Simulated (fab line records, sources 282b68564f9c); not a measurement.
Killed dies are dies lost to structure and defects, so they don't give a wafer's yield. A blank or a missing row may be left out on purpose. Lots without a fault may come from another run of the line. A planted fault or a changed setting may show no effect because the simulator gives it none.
One fault seen from 2 desks | flow rit_cmos | each desk has only its own numbers; what lay behind them comes last

THE TOOL OWNER'S DESK: pvd_sputter-01
The tool's own readings at RIT_M1_SPUTTER_00 (material Al, target thk 400 nm, time 500 s): means of the sampled wafers that have a number, for each lot that ran on this tool. A lot is out of limits, marked OUT, if its mean lies more than 4 standard deviations from the usual mean; the brackets give that distance.
Columns: A = throttle_valve_pct at RIT_M1_SPUTTER_00, usual 30.5 %
lot  | first seen here | A
L453 | day 3 20:25     | 31.4
L455 | day 4 09:40     | 30.2
L458 | day 5 00:08     | 31.6
L460 | day 5 06:53     | 31.6
L462 | day 5 16:58     | 32.0
L464 | day 6 04:53     | 31.1
L466 | day 6 13:47     | 30.9
This desk's finding: nothing out of limits on any of the 7 lots.

THE METROLOGY DESK
What the gauges read, lot by lot, whatever tool the lot ran on: means of the sampled wafers that have a number. A lot is out of limits, marked OUT, if its mean lies more than 4 standard deviations from the usual mean; the brackets give that distance.
Columns: A = M1_AL_RS at RIT_M1_RS_MEAS_01, usual 0.0734 ohm/sq; B = M1_AL_THK at RIT_M1_THK_MEAS_02, usual 399 nm
lot  | first seen here | A                | B
L450 | day 3 06:21     | 0.0730           | 401
L453 | day 3 20:42     | 0.0735           | 400
L454 | day 4 02:50     | 0.0727           | 404
L455 | day 4 09:59     | 0.0743           | 395
L458 | day 5 00:27     | 0.0739           | 397
L459 | day 5 03:31     | 0.0729           | 403
L460 | day 5 07:11     | 0.0729           | 403
L461 | day 5 13:23     | 0.0740           | 396
L462 | day 5 17:16     | 0.1012 (+36) OUT | 303 (-21) OUT
L463 | day 6 03:28     | 0.0730           | 402
L464 | day 6 05:12     | 0.1013 (+36) OUT | 305 (-21) OUT
L466 | day 6 14:05     | 0.0863 (+17) OUT | 355 (-9.8) OUT
L469 | day 7 03:45     | 0.0744           | 394
L471 | day 7 13:38     | 0.0735           | 398
L473 | day 8 01:11     | 0.0724           | 405
This desk's finding: out of limits on L462, L464, L466; first on L462, day 5 17:16 (M1_AL_RS at RIT_M1_RS_MEAS_01). In limits: L450, L453, L454, L455, L458, L459, L460, L461, L463, L469, L471, L473.

PUT TOGETHER
The metrology desk could have raised an alarm at day 5 17:16, on L462, L464, L466.
The tool owner's desk saw nothing out of limits.
The tool owner's desk has L462, L464, L466 on record, within its limits.
Of the lots named, all ran RIT_M1_SPUTTER_00 on pvd_sputter-01.

WHAT THE SIMULATOR HAD PUT IN
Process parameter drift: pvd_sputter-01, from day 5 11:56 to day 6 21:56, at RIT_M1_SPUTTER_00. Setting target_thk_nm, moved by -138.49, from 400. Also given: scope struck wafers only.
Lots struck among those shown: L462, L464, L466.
Hours from the fault's start to each desk's first reading out of limits: the metrology desk, 5.
